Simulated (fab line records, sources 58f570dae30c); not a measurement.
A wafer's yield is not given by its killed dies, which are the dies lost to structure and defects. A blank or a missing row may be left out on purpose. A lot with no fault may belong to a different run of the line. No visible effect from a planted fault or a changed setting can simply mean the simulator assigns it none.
Commonality check across tools	flow berkeley_cmos170	Sampled: 14 lots, 42 wafers

== WHY THIS WAS OPENED ==
At UCB170_M2_RS_MEAS_02 the reading M2_AL_RS is flagged on 2 of 14 lots. No-fault wafers: 0.03207 ohm/sq, standard deviation 0.00022.
Rule: a lot is flagged when every wafer of it that has a number lies more than 4 standard deviations from that mean, or none has a number. All remaining lots are regarded as sound.

lot	measured	on	M2_AL_RS (ohm/sq), wafer by wafer	flag
L294	day 7 06:58	film_metro-01	0.03182 0.03224 0.03227	
L295	day 7 09:13	film_metro-04	0.03208 0.03195 0.03217	
L293	day 7 09:29	film_metro-03	0.03205 0.03206 0.03207	
L292	day 7 09:33	film_metro-01	0.0321 0.0321 0.03211	
L299	day 8 14:00	film_metro-01	0.03193 0.03203 0.03214	
L301	day 9 03:59	film_metro-01	0.03207 0.03216 0.03179	
L304	day 9 07:47	film_metro-01	0.03571 0.03587 0.03545	FLAGGED
L306	day 10 07:24	film_metro-04	0.03557 0.03546 0.03562	FLAGGED
L307	day 10 14:57	film_metro-03	0.032 0.03209 0.03195	
L308	day 10 19:11	film_metro-03	0.03235 0.03185 0.03211	
L309	day 11 00:32	film_metro-03	0.03223 0.03215 0.03233	
L311	day 11 13:25	film_metro-04	0.03179 0.03216 0.03168	
L314	day 11 16:02	film_metro-04	0.03196 0.03175 0.03193	
L315	day 12 05:28	film_metro-04	0.03287 0.03232 0.03238	
On average the flagged lots' numbers are 0.03561 ohm/sq, which is +0.00354 ohm/sq against the usual, or +16 standard deviations.

== LOT BY LOT: THE TOOL USED ==
The record keeps 1 process step preceding the reading, out of 331 steps on the route. Read each cell as the tool, then ch plus the chambers that the sampled wafers visited, then the start.
lot	flag	UCB170_M2_SPUTTER_01
L294		pvd_sputter-04, day 7 06:53
L295		pvd_sputter-01, day 7 09:07
L293		pvd_sputter-03, day 7 09:24
L292		pvd_sputter-04, day 7 09:27
L299		pvd_sputter-04, day 8 13:54
L301		pvd_sputter-01, day 9 03:51
L304	FLAGGED	pvd_sputter-01, day 9 07:41
L306	FLAGGED	pvd_sputter-01, day 10 07:16
L307		pvd_sputter-04, day 10 14:47
L308		pvd_sputter-04, day 10 19:05
L309		pvd_sputter-04, day 11 00:25
L311		pvd_sputter-03, day 11 13:17
L314		pvd_sputter-03, day 11 15:57
L315		pvd_sputter-03, day 12 05:23
What these steps do:
- UCB170_M2_SPUTTER_01: material Al, target thk 900 nm, time 120 s.
- UCB170_M2_RS_MEAS_02: measures by four-point-probe.

== FLAGGED AGAINST TOTAL, ONE TOOL AT A TIME (gauges that did the reading follow at the end) ==
step	tool	lots run	flagged	share of the flagged lots	sound lots run after its first flagged lot
UCB170_M2_SPUTTER_01	pvd_sputter-01	4	2	all	0
UCB170_M2_SPUTTER_01	pvd_sputter-03	4	0	none	-
UCB170_M2_SPUTTER_01	pvd_sputter-04	6	0	none	-
UCB170_M2_RS_MEAS_02	film_metro-01	5	1	some	0
UCB170_M2_RS_MEAS_02	film_metro-03	4	0	none	-
UCB170_M2_RS_MEAS_02	film_metro-04	5	1	some	3 (L311,L314,L315)

== WHAT IS ALLOWED BY THE TABLE ==
In the table, 1 row covers all flagged lots: pvd_sputter-01 at UCB170_M2_SPUTTER_01.
- pvd_sputter-01 at UCB170_M2_SPUTTER_01 ran 4 lots, 2 of them flagged. It ran its last sound lot, L301, at day 9 03:51 and its first flagged lot, L304, at day 9 07:41: a fault with its onset between the two fits.
One tool is left: pvd_sputter-01 at UCB170_M2_SPUTTER_01.

== WHAT THE SIMULATOR HAD INSERTED ==
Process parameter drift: pvd_sputter-01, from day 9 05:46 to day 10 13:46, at UCB170_M2_SPUTTER_01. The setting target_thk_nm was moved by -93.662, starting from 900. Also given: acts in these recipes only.
Struck lots among those shown: L304, L306. The rule given above showed the same thing.
